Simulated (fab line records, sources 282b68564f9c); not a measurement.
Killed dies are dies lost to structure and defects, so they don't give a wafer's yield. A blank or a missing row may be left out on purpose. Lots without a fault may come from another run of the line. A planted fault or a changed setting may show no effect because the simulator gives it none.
Split-lot experiment | flow rit_cmos | 5 lots, 23 wafers read, on a route of 202 steps

THE SPLIT
At RIT_NSD_IMPLANT_08, the setting dose_cm2 was moved away from the recipe's 1e+15 on 5 of the 23 wafers read, by -3.5% to +3.0%. The other wafers ran this setting at the recipe's value.

FROM THE SPLIT TO THE READING: what the file shows between them, 3 steps
- RIT_PSD_IMPLANT_08 (also split here: tilt_deg)
- RIT_PSD_STRIP_09: strips in O2, time 180 s
- RIT_SDANNEAL_RTA_03: time 5 s

THE READING
NSD_RS, in ohm/sq, at RIT_SDANNEAL_RS_MEAS_05 (measures by four-point-probe). Fault-free wafers of this fab line usually give 84.57 ohm/sq, standard deviation 0.25 ohm/sq.

wafer  | tool, chamber at the split | dose_cm2 as run | against the recipe | NSD_RS, ohm/sq | against lot-mates on the recipe
L075.2 | implanter-04, 0            | 1e+15           | recipe             | 84.93          | -
L075.3 | implanter-04, 0            | 1e+15           | recipe             | 85.06          | -
L075.5 | implanter-04, 0            | 1e+15           | recipe             | 84.93          | -
L077.1 | implanter-04, 0            | 1e+15           | recipe             | 84.60          | -
L077.2 | implanter-04, 0            | 9.645e+14       | -3.5%              | 87.06          | +2.34
L077.3 | implanter-04, 0            | 1e+15           | recipe             | 84.62          | -
L077.4 | implanter-04, 0            | 9.645e+14       | -3.5%              | 86.91          | +2.19
L077.5 | implanter-04, 0            | 1e+15           | recipe             | 84.94          | -
L076.1 | implanter-02, 0            | 1e+15           | recipe             | 84.66          | -
L076.2 | implanter-02, 0            | 1e+15           | recipe             | 84.34          | -
L076.4 | implanter-02, 0            | 1.03e+15        | +3.0%              | 82.40          | -2.10
L076.5 | implanter-02, 0            | 1.03e+15        | +3.0%              | 82.65          | -1.85
L076.6 | implanter-02, 0            | 1.03e+15        | +3.0%              | 82.64          | -1.86
L078.1 | implanter-04, 0            | 1e+15           | recipe             | 84.60          | -
L078.3 | implanter-04, 0            | 1e+15           | recipe             | 84.37          | -
L078.4 | implanter-04, 0            | 1e+15           | recipe             | 84.37          | -
L078.5 | implanter-04, 0            | 1e+15           | recipe             | 84.55          | -
L078.6 | implanter-04, 0            | 1e+15           | recipe             | 83.98          | -
L084.1 | implanter-02, 0            | 1e+15           | recipe             | 84.01          | -
L084.3 | implanter-02, 0            | 1e+15           | recipe             | 84.31          | -
L084.4 | implanter-02, 0            | 1e+15           | recipe             | 84.27          | -
L084.5 | implanter-02, 0            | 1e+15           | recipe             | 84.36          | -
L084.6 | implanter-02, 0            | 1e+15           | recipe             | 84.21          | -

THE FIT
A straight line over all 23 wafers: NSD_RS changes by -0.673 ohm/sq for each +1% of dose_cm2; r = -0.96; the points scatter about the line by 0.29 ohm/sq.
The same after taking each lot's own level away (the mean of its wafers on the recipe; 23 wafers): -0.642 ohm/sq for each +1%; r = -0.99; scatter 0.15 ohm/sq.
On that fit, the largest move of dose_cm2 shifts the reading by 2.3 ohm/sq.
The lots' own levels span 84.232 to 84.973 ohm/sq, that is 3.0 times the standard deviation above.
So the lot-to-lot level changes the slope little: the two slopes agree.
Check: with one of the wafers moved furthest among these (-3.5%) left out of the fit, the line predicts +2.25 ohm/sq for it against its lot-mates. It came out at +2.34 ohm/sq against them.

OTHER SPLITS ON THESE WAFERS
These wafers also went through other splits before the reading. Each is held against what the fit with the lots' levels taken away leaves over:
other split on the same wafers     | wafers away from the commonest value | r with NSD_RS (lot level and that fit taken away)
RIT_FOX1_OXIDATION_00 ox_time_s    | 15                                   | +0.01
RIT_NWELL_IMPLANT_08 dose_cm2      | 11                                   | -0.03
RIT_PWELL_IMPLANT_08 energy_kev    | 8                                    | -0.11
RIT_PRETRO_HARDBAKE_07 temp_c      | 7                                    | +0.23
RIT_PRETRO_IMPLANT_08 energy_kev   | 10                                   | -0.07
RIT_GATE_CVD_08 time_s             | 10                                   | +0.01
RIT_GATE_COAT_11 spin_rpm          | 10                                   | +0.01
RIT_PLDD_DEVELOP_05 develop_time_s | 8                                    | +0.02
RIT_PSD_IMPLANT_08 tilt_deg        | 8                                    | +0.09

THE FILE'S OWN FIT
NSD_RS changes by -0.64 ohm/sq for each +1% of dose_cm2, r = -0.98.
